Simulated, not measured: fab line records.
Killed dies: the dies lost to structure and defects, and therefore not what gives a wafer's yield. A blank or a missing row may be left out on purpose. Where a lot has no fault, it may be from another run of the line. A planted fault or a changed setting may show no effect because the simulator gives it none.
A struck lot beside a sound one :: flow rit_cmos :: 15 out of 202 route steps
Sound: these wafers, L367.3, L367.4, L367.6. Wafers struck: L371.3, L371.4, L371.5. The cause is given at the end.
For every step that has rows: the tool of each side, followed by ch and its chambers, followed by its first start. Under that, the readings that differ: sound wafers :: struck wafers :: difference of the means :: sigmas: that difference in standard deviations of wafers without a fault.
alike: a reading whose means differ by less than 2 such deviations, as well as words and numbers matching on both sides. not compared: withheld readings; readings where some wafer has no value; bounds like >300 that might hide an equal value; numbers whose values overlap and for which the record gives no deviation.
The two part at a step that has a row with sigmas, a row that says differs or no value, or rows on one side only. Non-overlapping numbers with no deviation appear without sigmas and do not part them. Lack of a reading on every wafer of one side parts them only where that side has two or more wafers.

first, 1 step without rows for these wafers: RIT_PLDD_IMPLANT_08.
RIT_PLDD_STRIP_09: strips in O2, time 180 s.
  sound on plasma_asher-02 ch 0,1, day 4 07:59; struck on plasma_asher-03 ch 0,1, day 5 04:14
  alike: drypump_motor_current_A
  not compared: rf_hours_counter_h
RIT_PLDD_TW_MEAS_10:
  sound on film_metro-02 at day 4 08:08; struck on film_metro-01 at day 5 04:22
  alike: PLDD_TW
then, 4 steps without rows for these wafers: RIT_SPACER_CLEAN_00 (cleans in SC1, time 600 s); RIT_SPACER_CLEAN_01 (cleans in dHF, time 30 s); RIT_SPACER_CLEAN_02 (cleans in SC2, time 600 s); RIT_SPACER_CVD_03 (deposits Si3N4 from SiH2Cl2/NH3, target thk 250 nm, time 3300 s).
RIT_SPACER_THK_MEAS_04:
  sound on film_metro-01 at day 4 11:23; struck on film_metro-04 at day 5 06:44
  alike: SPACER_NITRIDE_THK
RIT_SPACER_ETCHBACK_05: etches Si3N4 in SF6/CHF3, stops on SiO2, target depth 250 nm, time 240 s.
  sound on rie_diel-01 ch 0,2,3, day 4 11:25; struck on rie_diel-01 ch 1,2, day 5 06:47
  alike: drypump_motor_current_A, oes_product_au, throttle_valve_pct
  not compared: rf_hours_counter_h
then, 3 steps without rows for these wafers: RIT_NSD_HMDS_00 (prime time 60 s); RIT_NSD_COAT_01 (resist thk 1000 nm); RIT_NSD_SOFTBAKE_02 (time 60 s).
RIT_NSD_EXPOSE_03: exposes mask M9, target cd 40700 nm.
  sound on iline_stepper-01 ch 0, day 4 12:11; struck on iline_stepper-01 ch 0, day 5 07:32
reading: model.NSD.overlay_x_nm (nm)
sound: 0.6561 0.6561 0.6561
struck: 1.964 1.964 1.964
difference: +1.308
sigmas: 
  alike: mask
then, 1 step without rows for these wafers: RIT_NSD_PEB_04.
RIT_M1_PROBE_99:
  sound on prober-01 at day 4 22:53; struck on prober-02 at day 5 17:47
  alike: killed_at_contacts, killed_at_front_end, killed_dies, killed_open, killed_short

WHERE THEY PART
Nowhere in this record.

WHY: whatever the simulator had introduced
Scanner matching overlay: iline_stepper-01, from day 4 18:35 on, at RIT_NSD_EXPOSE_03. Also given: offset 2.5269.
